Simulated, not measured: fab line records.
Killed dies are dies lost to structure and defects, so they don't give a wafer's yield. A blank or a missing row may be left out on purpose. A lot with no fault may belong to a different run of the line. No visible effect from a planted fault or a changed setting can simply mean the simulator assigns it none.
Matching of chambers || flow berkeleyCmos170 || 4 sister chambers for UCB170_GATE_ETCH_15 on rieSi-01
The step etches poly-Si in HBr/Cl2, stops on SiO2, time 56.3 s, target depth 278.2 nm. 8 wafers are shown with their chamber, then 7 later ones without.

== EACH WAFER AND ITS CHAMBER ==
{"wafer": "L165.6", "chamber": 3, "throttleValvePct (%)": 26.0, "drypumpMotorCurrentA (A)": 5.6}
{"wafer": "L169.2", "chamber": 3, "throttleValvePct (%)": 26.1, "drypumpMotorCurrentA (A)": 5.7}
{"wafer": "L168.5", "chamber": 0, "throttleValvePct (%)": 26.5, "drypumpMotorCurrentA (A)": 6.0}
{"wafer": "L171.2", "chamber": 1, "throttleValvePct (%)": 26.3, "drypumpMotorCurrentA (A)": 6.2}
{"wafer": "L171.3", "chamber": 2, "throttleValvePct (%)": 26.6, "drypumpMotorCurrentA (A)": 5.5}
{"wafer": "L171.5", "chamber": 1, "throttleValvePct (%)": 26.3, "drypumpMotorCurrentA (A)": 6.2}
{"wafer": "L178.1", "chamber": 2, "throttleValvePct (%)": 26.6, "drypumpMotorCurrentA (A)": 5.6}
{"wafer": "L178.2", "chamber": 0, "throttleValvePct (%)": 26.5, "drypumpMotorCurrentA (A)": 6.0}

== WAFERS WITH NO CHAMBER GIVEN ==
{"wafer": "L178.3", "throttleValvePct (%)": 26.3, "drypumpMotorCurrentA (A)": 6.2}
{"wafer": "L183.1", "throttleValvePct (%)": 26.3, "drypumpMotorCurrentA (A)": 6.2}
{"wafer": "L183.4", "throttleValvePct (%)": 26.6, "drypumpMotorCurrentA (A)": 5.6}
{"wafer": "L183.5", "throttleValvePct (%)": 26.3, "drypumpMotorCurrentA (A)": 6.2}
{"wafer": "L186.2", "throttleValvePct (%)": 26.0, "drypumpMotorCurrentA (A)": 5.7}
{"wafer": "L186.3", "throttleValvePct (%)": 26.5, "drypumpMotorCurrentA (A)": 6.0}
{"wafer": "L186.4", "throttleValvePct (%)": 26.6, "drypumpMotorCurrentA (A)": 5.5}

== WHICH CHAMBER EACH WENT THROUGH ==
{"wafer": "L178.3", "from the rows above": 1, "in truth": 1}
{"wafer": "L183.1", "from the rows above": 1, "in truth": 1}
{"wafer": "L183.4", "from the rows above": 2, "in truth": 2}
{"wafer": "L183.5", "from the rows above": 1, "in truth": 1}
{"wafer": "L186.2", "from the rows above": 3, "in truth": 3}
{"wafer": "L186.3", "from the rows above": 0, "in truth": 0}
{"wafer": "L186.4", "from the rows above": 2, "in truth": 2}
Correct placement for 7 of the 7. Can't be placed from these rows: 0. Wrongly placed: 0.
How it was worked out, from the rows above alone: a wafer's distance from a chamber is the root of the sum, over the readings, of the square of ((its reading less the chamber's mean) divided by the reading's scatter). The wafer belongs to the nearest chamber; if the next one is less than 2 further off, it can't be placed. Each chamber's mean is taken over the wafers shown for it. The scatter: take each reading less its chamber's mean, square it, sum over the shown wafers, divide by the number of wafers less the number of chambers, and take the root.
